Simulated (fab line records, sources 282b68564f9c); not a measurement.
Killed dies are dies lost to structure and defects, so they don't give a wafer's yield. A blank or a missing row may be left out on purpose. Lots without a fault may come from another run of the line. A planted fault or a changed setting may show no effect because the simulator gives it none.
fab line records | flow rit_cmos
record lots=13 wafers=39 last_day=7
route steps=202 shown NRETRO@59 GATE@93 SILICIDE@167 M1@184
lots that met no fault: from a run of the same line without faults
start_h: hours from the record's first day to the start of the lot's first wafer shown | wait_h: hours since the lot's step before | " the same as in the row above | L1.1+2: a row that stands for several wafers | - no value, or no start given | * or withheld: withheld | < > ~ a bound
route shown NAME@n: a module of which the file shows steps, and the number in the route of the first | usual: mean/standard deviation of fault-free wafers | same: alike in all rows | chamber/n: place in a boat | sites: the reading at each site | _std_site: their standard deviation | _edge_site: outer sites' mean less inner sites' | radius_mm: how far each site lies from the wafer's centre | mask NAME#n: copy n | behind: the tool/chamber that last shaped the wafer | hold: why the lot was held/for how many hours/how that ended | device: the transistor (n, p or np) that didn't switch | end of line: the same wafers' tests at the end of the route | a step without rows: its recipe alone | killed: dies lost to structure and defects at the first sort, not the wafer's yield | map: a wafer's dies, x killed, . not, _ none there
set.NAME: the setting as run; set.NAME@STEP: as run at that earlier step | model.NAME: the simulator's own value behind a step, which no gauge read
steps of the route over a sample of lots; a table a step, a row a wafer
services: from which hour (start_h, from the record's first day; less than 0 if before it) a tool's chamber was out of use, for how many hours, and why
## steps
# step RIT_NRETRO_OVL_MEAS_06
# usual NRETRO_OVL=-0.7/1.4
# columns lot.wafer tool chamber start_h wait_h NRETRO_OVL[nm]
L354.1 overlay-02 - 31.96 - -1.9
L354.3 " - " " -2.7
L354.4 " - " " -4.0
L355.2 overlay-02 - 36.21 - 0.2
L355.3 " - " " -3.3
L355.4 " - " " -2.5
L358.1 overlay-01 - 51.33 - -1.7
L358.2 " - " " -1.9
L358.4 " - " " -1.2
L359.1 overlay-01 - 56.29 - -1.5
L359.4 " - " " -1.0
L359.6 " - " " -2.3
L360.1 overlay-02 - 61.50 - 0.7
L360.3 " - " " -1.7
L360.6 " - " " -1.3
L361.2 overlay-02 - 65.59 - -1.0
L361.4 " - " " 0.1
L361.6 " - " " -0.3
L363.1 overlay-02 - 75.46 - -0.1
L363.5 " - " " 0.3
L363.6 " - " " 0.8
L364.1 overlay-02 - 81.55 - 0.7
L364.4 " - " " 0.2
L364.5 " - " " -1.3
L365.1 overlay-02 - 86.06 - 0.9
L365.3 " - " " 1.1
L365.6 " - " " -0.2
L366.1 overlay-02 - 92.03 - -0.4
L366.2 " - " " -0.2
L366.6 " - " " 0.4
L369.2 overlay-02 - 105.23 - -0.7
L369.4 " - " " 0.4
L369.5 " - " " -1.2
L375.2 overlay-01 - 135.33 - -0.5
L375.3 " - " " 0.5
L375.4 " - " " -1.6
L376.1 overlay-01 - 142.96 - -1.6
L376.5 " - " " -0.8
L376.6 " - " " 0.2
# step RIT_GATE_OVL_MEAS_17
# usual GATE_OVL=0.2/1.3
# columns lot.wafer tool chamber start_h wait_h GATE_OVL[nm]
L354.1 overlay-02 - 40.81 0.1 1.1
L354.3 " - " " 0.5
L354.4 " - " " 1.2
L355.2 overlay-02 - 43.07 0.1 0.9
L355.3 " - " " 1.9
L355.4 " - " " 2.6
L358.1 overlay-01 - 60.71 0.1 2.0
L358.2 " - " " 1.3
L358.4 " - " " 0.3
L359.1 overlay-02 - 63.27 0.1 1.8
L359.4 " - " " 1.2
L359.6 " - " " 0.5
L360.1 overlay-01 - 70.73 0.1 -0.8
L360.3 " - " " -1.3
L360.6 " - " " 0.2
L361.2 overlay-01 - 72.47 0.1 -0.9
L361.4 " - " " -1.7
L361.6 " - " " -1.4
L363.1 overlay-01 - 85.37 0.1 0.9
L363.5 " - " " 0.7
L363.6 " - " " -1.1
L364.1 overlay-02 - 89.23 0.1 0.3
L364.4 " - " " -0.7
L364.5 " - " " -0.8
L365.1 overlay-02 - 94.67 0.1 0.1
L365.3 " - " " 1.4
L365.6 " - " " -0.7
L366.1 overlay-02 - 103.63 0.1 0.9
L366.2 " - " " 0.6
L366.6 " - " " 0.8
L369.2 overlay-01 - 113.57 0.1 1.3
L369.4 " - " " 0.0
L369.5 " - " " -1.8
L375.2 overlay-01 - 144.77 0.1 2.1
L375.3 " - " " 1.1
L375.4 " - " " 1.7
L376.1 overlay-02 - 154.84 0.1 1.5
L376.5 " - " " -0.5
L376.6 " - " " 0.1
# step RIT_SILICIDE_RTA_06
# recipe temp_c=750 time_s=10 idle_temp_c=25 ramp_up_s=5 ramp_down_s=10 cool_to_c=25 ambient=N2
# usual wafer_temp_C_max=753.2/0.59
# columns lot.wafer tool chamber start_h wait_h wafer_temp_C_max
L354.1 rtp_anneal-02 0 54.05 0.0 752.3
L354.3 " 0 " " 753.7
L354.4 " 0 " " 752.7
L355.2 rtp_anneal-01 0 57.06 0.0 753.0
L355.3 " 0 " " 753.1
L355.4 " 0 " " 753.2
L358.1 rtp_anneal-02 0 75.70 0.0 753.8
L358.2 " 0 " " 753.1
L358.4 " 0 " " 753.5
L359.1 rtp_anneal-01 0 77.36 0.0 752.6
L359.4 " 0 " " 752.6
L359.6 " 0 " " 754.1
L360.1 rtp_anneal-02 0 84.23 0.0 753.1
L360.3 " 0 " " 752.9
L360.6 " 0 " " 752.8
L361.2 rtp_anneal-01 0 87.21 0.0 753.2
L361.4 " 0 " " 753.2
L361.6 " 0 " " 753.4
L363.1 rtp_anneal-01 0 100.80 0.0 752.9
L363.5 " 0 " " 753.0
L363.6 " 0 " " 753.0
L364.1 rtp_anneal-02 0 102.70 0.0 753.0
L364.4 " 0 " " 752.3
L364.5 " 0 " " 753.6
L365.1 rtp_anneal-01 0 109.88 0.0 752.8
L365.3 " 0 " " 753.8
L365.6 " 0 " " 753.7
L366.1 rtp_anneal-02 0 117.09 0.0 754.0
L366.2 " 0 " " 753.6
L366.6 " 0 " " 753.7
L369.2 rtp_anneal-01 0 127.53 0.0 753.2
L369.4 " 0 " " 754.0
L369.5 " 0 " " 754.2
L375.2 rtp_anneal-01 0 161.80 0.0 753.3
L375.3 " 0 " " 753.4
L375.4 " 0 " " 752.2
L376.1 rtp_anneal-02 0 170.17 0.0 753.3
L376.5 " 0 " " 753.5
L376.6 " 0 " " 754.5
# step RIT_M1_SPUTTER_00
# recipe material=Al target_thk_nm=400 power_w=2000 chamber_pressure_pa=0.4 gas=Ar time_s=500 substrate_temp_c=25
# usual cathode_dc_power_W=2000.0/0.32 throttle_valve_pct=29.8/0.99
# columns lot.wafer tool chamber start_h wait_h cathode_dc_power_W throttle_valve_pct
L354.1 pvd_sputter-04 - 56.48 0.0 1999.9 30.2
L354.3 " - " " 2000.5 29.6
L354.4 " - " " 1999.9 29.7
L355.2 pvd_sputter-01 - 59.54 0.0 2000.3 29.5
L355.3 " - " " 2000.5 28.2
L355.4 " - " " 1999.9 31.5
L358.1 pvd_sputter-01 - 77.98 0.0 2000.1 28.2
L358.2 " - " " 1999.8 29.0
L358.4 " - " " 1999.4 31.7
L359.1 pvd_sputter-03 - 79.78 0.0 2000.4 28.0
L359.4 " - " " 1999.4 27.7
L359.6 " - " " 1999.3 31.1
L360.1 pvd_sputter-01 - 86.80 0.0 2000.1 28.1
L360.3 " - " " 1999.7 30.3
L360.6 " - " " 2000.5 31.5
L361.2 pvd_sputter-03 - 89.66 0.0 2000.6 31.0
L361.4 " - " " 2000.1 31.1
L361.6 " - " " 2000.3 29.6
L363.1 pvd_sputter-01 - 103.09 0.0 2000.0 30.3
L363.5 " - " " 2000.1 30.2
L363.6 " - " " 1999.7 31.2
L364.1 pvd_sputter-04 - 104.99 0.0 1999.8 29.9
L364.4 " - " " 1999.5 30.2
L364.5 " - " " 2000.0 29.6
L365.1 pvd_sputter-01 - 112.33 0.0 2000.5 31.4
L365.3 " - " " 2000.0 28.0
L365.6 " - " " 2000.2 28.4
L366.1 pvd_sputter-03 - 119.42 0.0 2000.4 30.7
L366.2 " - " " 2000.2 29.5
L366.6 " - " " 2000.3 28.0
L369.2 pvd_sputter-01 - 129.84 0.0 2000.2 31.6
L369.4 " - " " 1999.8 30.0
L369.5 " - " " 2000.3 29.0
L375.2 pvd_sputter-04 - 164.08 0.0 2000.3 30.2
L375.3 " - " " 1999.6 30.1
L375.4 " - " " 2000.5 29.6
L376.1 pvd_sputter-03 - 172.58 0.0 1999.5 29.6
L376.5 " - " " 1999.6 29.6
L376.6 " - " " 1999.6 28.6
# step RIT_M1_RS_MEAS_01
# recipe thk_meas_gauge=four-point-probe reads=Al_of_M1_SPUTTER_00
# usual M1_AL_RS=0.0735/0.00081
# columns lot.wafer tool chamber start_h wait_h M1_AL_RS[ohm/sq]
L354.1 film_metro-01 - 56.78 0.1 0.0726
L354.3 " - " " 0.0742
L354.4 " - " " 0.0734
L355.2 film_metro-04 - 59.85 0.2 0.0728
L355.3 " - " " 0.0740
L355.4 " - " " 0.0740
L358.1 film_metro-02 - 78.28 0.1 0.0733
L358.2 " - " " 0.0738
L358.4 " - " " 0.0742
L359.1 film_metro-01 - 80.07 0.1 0.0725
L359.4 " - " " 0.0725
L359.6 " - " " 0.0727
L360.1 film_metro-02 - 87.09 0.1 0.0731
L360.3 " - " " 0.0740
L360.6 " - " " 0.0746
L361.2 film_metro-02 - 89.97 0.2 0.0735
L361.4 " - " " 0.0736
L361.6 " - " " 0.0740
L363.1 film_metro-02 - 103.38 0.1 0.0736
L363.5 " - " " 0.0739
L363.6 " - " " 0.0745
L364.1 film_metro-01 - 105.28 0.1 0.0733
L364.4 " - " " 0.0724
L364.5 " - " " 0.0732
L365.1 film_metro-01 - 112.62 0.1 0.0733
L365.3 " - " " 0.0730
L365.6 " - " " 0.0722
L366.1 film_metro-01 - 119.71 0.1 0.0723
L366.2 " - " " 0.0737
L366.6 " - " " 0.0731
L369.2 film_metro-04 - 130.16 0.2 0.1068
L369.4 " - " " 0.0747
L369.5 " - " " 0.0734
L375.2 film_metro-04 - 164.39 0.2 0.0750
L375.3 " - " " 0.0745
L375.4 " - " " 0.0745
L376.1 film_metro-01 - 172.87 0.1 0.0729
L376.5 " - " " 0.0733
L376.6 " - " " 0.0731
# step RIT_M1_THK_MEAS_02
# recipe thk_meas_gauge=xrf reads=Al_of_M1_SPUTTER_00
# usual M1_AL_THK=401/5.6
# columns lot.wafer tool chamber start_h wait_h M1_AL_THK[nm]
L354.1 film_metro-01 - 56.90 0.1 406
L354.3 " - " " 396
L354.4 " - " " 402
L355.2 film_metro-04 - 59.96 0.1 402
L355.3 " - " " 396
L355.4 " - " " 397
L358.1 film_metro-02 - 78.40 0.1 400
L358.2 " - " " 399
L358.4 " - " " 395
L359.1 film_metro-01 - 80.19 0.1 412
L359.4 " - " " 408
L359.6 " - " " 410
L360.1 film_metro-02 - 87.21 0.1 402
L360.3 " - " " 398
L360.6 " - " " 397
L361.2 film_metro-02 - 90.08 0.1 399
L361.4 " - " " 401
L361.6 " - " " 395
L363.1 film_metro-02 - 103.50 0.1 399
L363.5 " - " " 398
L363.6 " - " " 391
L364.1 film_metro-01 - 105.40 0.1 403
L364.4 " - " " 409
L364.5 " - " " 406
L365.1 film_metro-01 - 112.74 0.1 402
L365.3 " - " " 405
L365.6 " - " " 412
L366.1 film_metro-01 - 119.83 0.1 408
L366.2 " - " " 403
L366.6 " - " " 406
L369.2 film_metro-04 - 130.27 0.1 279
L369.4 " - " " 394
L369.5 " - " " 402
L375.2 film_metro-04 - 164.50 0.1 393
L375.3 " - " " 396
L375.4 " - " " 393
L376.1 film_metro-01 - 172.99 0.1 406
L376.5 " - " " 406
L376.6 " - " " 407
# step RIT_M1_METAL_ETCH_12
# recipe stop_on=SiO2 chemistry=Cl2/BCl3 target=Al time_s=165 over_etch_frac=0.5 pressure_mtorr=100 target_depth_a=6000 rf_w=250 Cl2_flow_sccm=60 bcl3_flow_sccm=50
# usual chamber_pressure_mTorr=100.00/0.081 drypump_motor_current_A=5.7/0.44 oes_product_au=0.769/0.011 throttle_valve_pct=8.24/0.11
# columns lot.wafer tool chamber start_h wait_h chamber_pressure_mTorr drypump_motor_current_A oes_product_au rf_hours_counter_h throttle_valve_pct
L354.1 rie_metal-03 1 58.46 0.2 100.03 5.5 0.777 2 8.26
L354.3 " 0 " " 100.06 5.4 0.756 - 8.37
L354.4 " 1 " " 99.95 5.5 0.779 - 8.25
L355.2 rie_metal-01 0 61.30 0.2 99.99 5.9 0.757 1 8.05
L355.3 " 1 " " 99.97 6.7 0.754 - 8.14
L355.4 " 0 " " 99.99 5.8 0.755 - 8.03
L358.1 rie_metal-01 0 79.87 0.2 100.00 5.8 0.754 1 8.04
L358.2 " 1 " " 100.04 6.6 0.759 1 8.15
L358.4 " 1 " " 99.96 6.7 0.761 - 8.15
L359.1 rie_metal-04 1 81.54 0.2 100.00 5.5 0.779 37 8.26
L359.4 " 0 " " 100.05 5.7 0.787 - 8.31
L359.6 " 1 " " 99.99 5.5 0.787 - 8.29
L360.1 rie_metal-03 1 88.56 0.2 100.05 5.5 0.774 3 8.25
L360.3 " 1 " " 99.97 5.5 0.768 - 8.25
L360.6 " 0 " " 99.90 5.4 0.765 - 8.35
L361.2 rie_metal-01 1 91.58 0.2 99.90 6.6 0.762 1 8.16
L361.4 " 1 " " 100.03 6.7 0.762 - 8.17
L361.6 " 1 " " 100.00 6.6 0.765 - 8.15
L363.1 rie_metal-03 0 104.85 0.2 99.93 5.3 0.770 3 8.37
L363.5 " 0 " " 100.04 5.4 0.762 - 8.36
L363.6 " 1 " " 100.01 5.5 0.763 - 8.24
L364.1 rie_metal-01 1 106.87 0.2 99.87 6.7 0.763 1 8.13
L364.4 " 0 " " 100.04 5.8 0.768 - 8.04
L364.5 " 1 " " 100.08 6.6 0.763 - 8.13
L365.1 rie_metal-04 0 114.09 0.2 100.01 5.7 0.779 37 8.29
L365.3 " 0 " " 99.90 5.7 0.784 - 8.30
L365.6 " 1 " " 100.27 5.5 0.795 - 8.28
L366.1 rie_metal-03 0 121.18 0.2 100.02 5.3 0.766 3 8.37
L366.2 " 1 " " 99.99 5.5 0.776 3 8.26
L366.6 " 1 " " 99.99 5.5 0.779 - 8.25
L369.2 rie_metal-03 1 131.73 0.2 100.04 5.5 0.641 3 8.27
L369.4 " 0 " " 99.89 5.4 0.761 - 8.37
L369.5 " 0 " " 99.98 5.4 0.765 - 8.37
L375.2 rie_metal-01 1 165.84 0.2 100.08 6.7 0.759 2 8.16
L375.3 " 1 " " 99.95 6.7 0.761 - 8.14
L375.4 " 0 " " 100.08 5.8 0.754 - 8.05
L376.1 rie_metal-04 0 174.34 0.2 100.06 5.7 0.777 0 8.30
L376.5 " 1 " " 100.12 5.6 0.768 - 8.29
L376.6 " 0 " " 100.02 5.7 0.784 - 8.29
# step RIT_M1_PROBE_99
# usual defect_limited_yield=97.4/1.1 killed_at_contacts=0.1/0.24 killed_at_front_end=6.7/2.9 killed_dies=6.8/2.9 killed_open=3.5/2 killed_short=3.2/1.9 sort_bin_3_pad_short=0.1/0.22 sort_bin_5_function=1.4/0.82 sort_bin_6_memory=1.0/0.64 sort_n_pass=257.2/2.9 sort_yield_pct=97.4/1.1
# same gross_dies=264 killed_at_M0_to_M3=0 killed_at_M4_up=0 killed_at_back_side=0 killed_at_other=0
# columns lot.wafer tool chamber start_h wait_h defect_limited_yield[%] killed_at_contacts killed_at_front_end killed_dies killed_open killed_short sort_bin_3_pad_short[%] sort_bin_5_function[%] sort_bin_6_memory[%] sort_n_pass sort_yield_pct[%]
L354.1 prober-01 - 60.71 0.1 97.7 0 6 6 0 6 0.4 1.1 0.8 258.0 97.7
L354.3 prober-01 - 60.81 0.2 98.1 1 4 5 3 2 0.4 0.8 0.8 259.0 98.1
L354.4 prober-01 - 60.86 0.2 99.6 0 1 1 1 0 0 0.4 0 263.0 99.6
L355.2 prober-02 - 63.60 0.1 96.2 0 10 10 2 8 0.4 2.7 0.8 254.0 96.2
L355.3 prober-02 - 63.65 0.2 95.8 0 11 11 6 5 0.4 1.1 2.7 253.0 95.8
L355.4 prober-02 - 63.70 0.2 97.0 0 8 8 3 5 0 2.3 0.8 256.0 97.0
L358.1 prober-01 - 82.12 0.1 96.2 0 10 10 6 4 0 2.7 1.1 254.0 96.2
L358.2 prober-01 - 82.17 0.1 97.7 0 6 6 4 2 0 1.1 1.1 258.0 97.7
L358.4 prober-01 - 82.27 0.2 96.2 0 10 10 5 5 0 1.5 2.3 254.0 96.2
L359.1 prober-02 - 83.79 0.1 97.7 0 6 6 3 3 0 1.1 1.1 258.0 97.7
L359.4 prober-02 - 83.94 0.2 96.2 0 10 10 7 3 0 1.9 1.9 254.0 96.2
L359.6 prober-02 - 84.04 0.2 95.8 0 11 11 8 3 0.4 2.3 1.5 253.0 95.8
L360.1 prober-01 - 90.81 0.1 96.6 0 9 9 5 4 0 2.3 1.1 255.0 96.6
L360.3 prober-01 - 90.91 0.2 98.9 0 3 3 3 0 0 1.1 0 261.0 98.9
L360.6 prober-01 - 91.06 0.2 97.3 0 7 7 5 2 0 1.9 0.8 257.0 97.3
L361.2 prober-02 - 93.88 0.1 95.8 0 11 11 8 3 0 2.3 1.9 253.0 95.8
L361.4 prober-02 - 93.98 0.2 96.6 0 9 9 4 5 0.4 1.1 1.9 255.0 96.6
L361.6 prober-02 - 94.08 0.2 96.2 0 10 10 7 3 0 2.3 1.5 254.0 96.2
L363.1 prober-02 - 107.10 0.1 96.2 0 10 10 2 8 0.8 2.3 0.8 254.0 96.2
L363.5 prober-02 - 107.30 0.2 95.8 0 11 11 9 2 0 3.4 0.8 253.0 95.8
L363.6 prober-02 - 107.35 0.2 95.8 0 11 11 5 6 0 2.3 1.9 253.0 95.8
L364.1 prober-01 - 109.12 0.1 96.2 0 10 10 6 4 0.4 2.7 0.8 254.0 96.2
L364.4 prober-01 - 109.27 0.2 95.8 0 11 11 4 7 0.4 1.1 2.7 253.0 95.8
L364.5 prober-01 - 109.32 0.2 97.7 0 6 6 2 4 0 1.5 0.8 258.0 97.7
L365.1 prober-02 - 116.36 0.1 96.2 0 10 10 7 3 0 2.3 1.5 254.0 96.2
L365.3 prober-02 - 116.46 0.2 95.5 0 12 12 6 6 0.8 3.0 0.8 252.0 95.5
L365.6 prober-02 - 116.61 0.2 95.5 0 12 12 6 6 0.4 1.9 2.3 252.0 95.5
L366.1 prober-01 - 123.43 0.1 99.2 0 2 2 1 1 0 0.4 0.4 262.0 99.2
L366.2 prober-01 - 123.48 0.1 97.7 0 6 6 2 4 0 1.1 1.1 258.0 97.7
L366.6 prober-01 - 123.68 0.2 97.0 0 8 8 6 2 0.4 0.8 1.9 256.0 97.0
L369.2 prober-02 - 134.05 0.1 99.2 0 2 2 0 2 0 0.4 0.4 262.0 99.2
L369.4 prober-02 - 134.15 0.2 97.0 0 8 8 4 4 0.4 1.1 1.5 256.0 97.0
L369.5 prober-02 - 134.20 0.2 98.5 1 3 4 2 2 0.4 0.8 0.4 260.0 98.5
L375.2 prober-02 - 168.33 0.1 96.2 0 10 10 4 5 0.8 1.9 1.1 254.0 96.2
L375.3 prober-02 - 168.38 0.2 97.3 0 7 7 2 5 0 1.5 1.1 257.0 97.3
L375.4 prober-02 - 168.43 0.2 97.0 0 8 8 5 3 0.4 1.5 1.1 256.0 97.0
L376.1 prober-01 - 176.59 0.1 98.9 0 3 3 1 2 0 0.4 0.8 261.0 98.9
L376.5 prober-01 - 176.79 0.2 98.9 0 3 3 3 0 0 0.4 0.8 261.0 98.9
L376.6 prober-01 - 176.84 0.2 98.5 0 4 4 3 1 0 1.1 0.4 260.0 98.5
# killed by level:class
L354.1 GATE:geometric_particle:short=2 SILICIDE:geometric_particle:short=2 FOX1:geometric_particle:short=1 REOX:geometric_particle:short=1
L354.3 SILICIDE:geometric_particle:open=2 GATE:geometric_particle:short=1 GATE:geometric_particle:open=1 CONTACT:geometric_particle:short=1
L354.4 FOX1:geometric_particle:open=1
L355.2 GATE:geometric_particle:short=2 SPACER:geometric_particle:short=2 SILICIDE:geometric_particle:short=2 FOX1:geometric_particle:short=1 GATE:geometric_particle:open=1 REOX:geometric_particle:short=1 REOX:geometric_particle:open=1
L355.3 GATE:geometric_particle:open=3 GATE:geometric_particle:short=2 REOX:geometric_particle:short=2 FOX1:geometric_particle:open=1 REOX:geometric_particle:open=1 SPACER:geometric_particle:open=1 SPACER:geometric_particle:short=1
L355.4 REOX:geometric_particle:short=3 FOX2:geometric_particle:short=1 GATE:geometric_particle:short=1 REOX:geometric_particle:open=1 SPACER:geometric_particle:open=1 SILICIDE:geometric_particle:open=1
L358.1 GATE:geometric_particle:open=3 FOX1:geometric_particle:short=2 SILICIDE:geometric_particle:open=2 GATE:geometric_particle:short=1 SPACER:geometric_particle:open=1 SILICIDE:geometric_particle:short=1
L358.2 GATE:geometric_particle:open=3 GATE:geometric_particle:short=2 SILICIDE:geometric_particle:open=1
L358.4 GATE:geometric_particle:open=5 GATE:geometric_particle:short=4 REOX:geometric_particle:short=1
L359.1 FOX2:geometric_particle:open=2 GATE:geometric_particle:short=2 FOX1:geometric_particle:open=1 SILICIDE:geometric_particle:short=1
L359.4 GATE:geometric_particle:open=2 SPACER:geometric_particle:open=2 SILICIDE:geometric_particle:open=2 FOX1:geometric_particle:short=1 FOX2:geometric_particle:short=1 GATE:geometric_particle:short=1 REOX:geometric_particle:open=1
L359.6 GATE:geometric_particle:open=4 GATE:geometric_particle:short=3 SPACER:geometric_particle:open=2 REOX:geometric_particle:open=1 SILICIDE:geometric_particle:open=1
L360.1 GATE:geometric_particle:open=2 GATE:geometric_particle:short=2 SPACER:geometric_particle:open=2 REOX:geometric_particle:short=1 SPACER:geometric_particle:short=1 SILICIDE:geometric_particle:open=1
L360.3 GATE:geometric_particle:open=1 SPACER:geometric_particle:open=1 SILICIDE:geometric_particle:open=1
L360.6 GATE:geometric_particle:open=3 GATE:geometric_particle:short=2 SPACER:geometric_particle:open=2
L361.2 SILICIDE:geometric_particle:open=4 SPACER:geometric_particle:open=2 FOX2:geometric_particle:short=1 GATE:geometric_particle:short=1 GATE:geometric_particle:open=1 REOX:geometric_particle:open=1 SPACER:geometric_particle:short=1
L361.4 GATE:geometric_particle:short=3 FOX2:geometric_particle:open=1 FOX2:geometric_particle:short=1 REOX:geometric_particle:open=1 SPACER:geometric_particle:open=1 SPACER:geometric_particle:short=1 SILICIDE:geometric_particle:open=1
L361.6 GATE:geometric_particle:open=2 SPACER:geometric_particle:open=2 SILICIDE:geometric_particle:open=2 FOX2:geometric_particle:short=1 REOX:geometric_particle:open=1 REOX:geometric_particle:short=1 SPACER:geometric_particle:short=1
L363.1 SPACER:geometric_particle:short=3 FOX1:geometric_particle:short=2 SILICIDE:geometric_particle:short=2 FOX1:geometric_particle:open=1 FOX2:geometric_particle:short=1 REOX:geometric_particle:open=1
L363.5 FOX1:geometric_particle:open=5 FOX2:geometric_particle:open=2 FOX1:geometric_particle:short=1 GATE:geometric_particle:open=1 GATE:geometric_particle:short=1 SILICIDE:geometric_particle:open=1
L363.6 FOX1:geometric_particle:short=2 GATE:geometric_particle:short=2 SILICIDE:geometric_particle:short=2 FOX1:geometric_particle:open=1 FOX2:geometric_particle:open=1 GATE:geometric_particle:open=1 SPACER:geometric_particle:open=1 SILICIDE:geometric_particle:open=1
L364.1 GATE:geometric_particle:open=3 GATE:geometric_particle:short=2 REOX:geometric_particle:open=2 FOX1:geometric_particle:short=1 FOX1:geometric_particle:open=1 SPACER:geometric_particle:short=1
L364.4 GATE:geometric_particle:short=4 SILICIDE:geometric_particle:short=2 FOX2:geometric_particle:open=1 GATE:geometric_particle:open=1 REOX:geometric_particle:short=1 SPACER:geometric_particle:open=1 SILICIDE:geometric_particle:open=1
L364.5 GATE:geometric_particle:short=2 FOX1:geometric_particle:open=1 GATE:geometric_particle:open=1 SPACER:geometric_particle:short=1 SILICIDE:geometric_particle:short=1
L365.1 FOX1:geometric_particle:open=3 GATE:geometric_particle:short=2 GATE:geometric_particle:open=2 FOX1:geometric_particle:short=1 REOX:geometric_particle:open=1 SPACER:geometric_particle:open=1
L365.3 GATE:geometric_particle:short=3 FOX1:geometric_particle:open=2 GATE:geometric_particle:open=2 SILICIDE:geometric_particle:short=2 FOX2:geometric_particle:short=1 REOX:geometric_particle:open=1 SILICIDE:geometric_particle:open=1
L365.6 FOX2:geometric_particle:open=3 GATE:geometric_particle:short=2 REOX:geometric_particle:short=2 FOX1:geometric_particle:open=1 FOX2:geometric_particle:short=1 GATE:geometric_particle:open=1 REOX:geometric_particle:open=1 SILICIDE:geometric_particle:short=1
L366.1 REOX:geometric_particle:open=1 REOX:geometric_particle:short=1
L366.2 FOX1:geometric_particle:open=1 FOX2:geometric_particle:short=1 GATE:geometric_particle:short=1 REOX:geometric_particle:short=1 REOX:geometric_particle:open=1 SILICIDE:geometric_particle:short=1
L366.6 GATE:geometric_particle:open=3 GATE:geometric_particle:short=2 FOX1:geometric_particle:open=1 FOX2:geometric_particle:open=1 SILICIDE:geometric_particle:open=1
L369.2 REOX:geometric_particle:short=1 SILICIDE:geometric_particle:short=1
L369.4 REOX:geometric_particle:short=2 FOX1:geometric_particle:open=1 FOX1:geometric_particle:short=1 GATE:geometric_particle:open=1 SPACER:geometric_particle:open=1 SILICIDE:geometric_particle:short=1 SILICIDE:geometric_particle:open=1
L369.5 GATE:geometric_particle:short=1 GATE:geometric_particle:open=1 SILICIDE:geometric_particle:short=1 CONTACT:geometric_particle:open=1
L375.2 SILICIDE:geometric_particle:short=3 SPACER:geometric_particle:open=2 FOX1:geometric_particle:open=1 GATE:geometric_particle:short=1 SPACER:geometric_particle:short=1 SILICIDE:geometric_particle:open=1 PLDD:coat_microbubble_printed=1
L375.3 SILICIDE:geometric_particle:short=3 REOX:geometric_particle:short=2 GATE:geometric_particle:open=1 SILICIDE:geometric_particle:open=1
L375.4 SPACER:geometric_particle:open=3 FOX1:geometric_particle:open=1 GATE:geometric_particle:short=1 FOX2:geometric_particle:short=1 REOX:geometric_particle:open=1 SILICIDE:geometric_particle:short=1
L376.1 GATE:geometric_particle:open=1 GATE:geometric_particle:short=1 SILICIDE:geometric_particle:short=1
L376.5 SILICIDE:geometric_particle:open=2 FOX2:geometric_particle:open=1
L376.6 FOX1:geometric_particle:open=1 GATE:geometric_particle:open=1 GATE:geometric_particle:short=1 REOX:geometric_particle:open=1
## services
# columns tool chamber start_h hours kind
rie_metal-04 - 114.25 2.8 pm
pvd_sputter-01 - 133.75 11.7 repair
rie_metal-04 1 134.47 6.9 repair
rie_metal-04 - 136.12 20.0 pm
rie_metal-04 0 136.12 20.0 vent_cycle
rie_metal-04 1 136.12 20.0 vent_cycle
rie_metal-04 0 156.12 - clean
rie_metal-04 1 156.12 - clean
rie_metal-03 1 164.29 8.9 repair
## key
first_sign step=RIT_M1_RS_MEAS_01 reading=M1_AL_RS direction=up sigmas=41 usual=0.0735 struck=0.1068
effect step=RIT_M1_THK_MEAS_02 reading=M1_AL_THK direction=down sigmas=22 usual=401 struck=279
effect step=RIT_M1_METAL_ETCH_12 reading=oes_product_au direction=down sigmas=12 usual=0.769 struck=0.641
met_at RIT_M1_SPUTTER_00
struck_lots L369
struck_wafers L369.2
not_acting_at RIT_NRETRO_OVL_MEAS_06,RIT_GATE_OVL_MEAS_17,RIT_SILICIDE_RTA_06
onset_between 112.33 129.84
fault kind=process_parameter_drift tool=pvd_sputter-01 chamber=- onset_h=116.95 steps=RIT_M1_SPUTTER_00 channel=target_thk_nm offset=-119.58 shape=step end_h=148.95 stated=400 scope=struck_wafers_only
